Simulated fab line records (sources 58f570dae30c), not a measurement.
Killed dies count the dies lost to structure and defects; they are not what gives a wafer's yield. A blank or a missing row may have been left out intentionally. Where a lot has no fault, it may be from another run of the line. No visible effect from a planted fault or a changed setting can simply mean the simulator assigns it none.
Which of the tools did it? ; flow berkeley_cmos170 ; 7 lots with 21 wafers sampled at 2 steps, on a route of 331 steps

WHAT THE GAUGES READ, wafer by wafer
UCB170_FIELD_THK_MEAS_91.
lot;measured;on;FIELD_OXIDE_LEFT_2_THK (nm)
L226;day 5 23:03;film_metro-01;358 358 356
L230;day 6 19:01;film_metro-04;354 358 355
L234;day 7 11:04;film_metro-04;348 343 359
L232;day 7 11:16;film_metro-04;354 352 353
L238;day 7 21:19;film_metro-04;363 363 354
L239;day 8 11:32;film_metro-04;357 352 354
L241;day 9 02:43;film_metro-01;360 369 358

WHICH TOOL RAN EACH LOT (tool, then ch and the chambers of the sampled wafers, then the start)
lot;UCB170_PVT_STRIP_08
L226;plasma_asher-03 ch 0,1, day 5 22:50
L230;plasma_asher-01 ch 0,1, day 6 18:47
L234;plasma_asher-01 ch 0,1, day 7 10:42
L232;plasma_asher-03 ch 0,1, day 7 11:01
L238;plasma_asher-02 ch 0,1, day 7 21:05
L239;plasma_asher-02 ch 0,1, day 8 11:19
L241;plasma_asher-01 ch 0,1, day 9 02:30
- UCB170_PVT_STRIP_08: strips in O2.

THE ANSWER, worked out from the rows above alone
Rule: the lots themselves supply what counts as usual. Put in order of their means at a reading, lots are off if they are a third of the lots or fewer, leave a main group of 4 or more, and stand apart from it by a gap of 3 or more times the standard deviation of the main group's means; of several such gaps the widest counts. A main group is skipped when, at the precision printed for the reading in the tables above, its means are all equal. A lot without any number at a reading at which 4 lots or more have one is off too. Any other lot the step has rows for is counted as sound.
No lot is off at any reading shown: from this, nothing can be told.

WHAT WAS PUT IN BY THE SIMULATOR
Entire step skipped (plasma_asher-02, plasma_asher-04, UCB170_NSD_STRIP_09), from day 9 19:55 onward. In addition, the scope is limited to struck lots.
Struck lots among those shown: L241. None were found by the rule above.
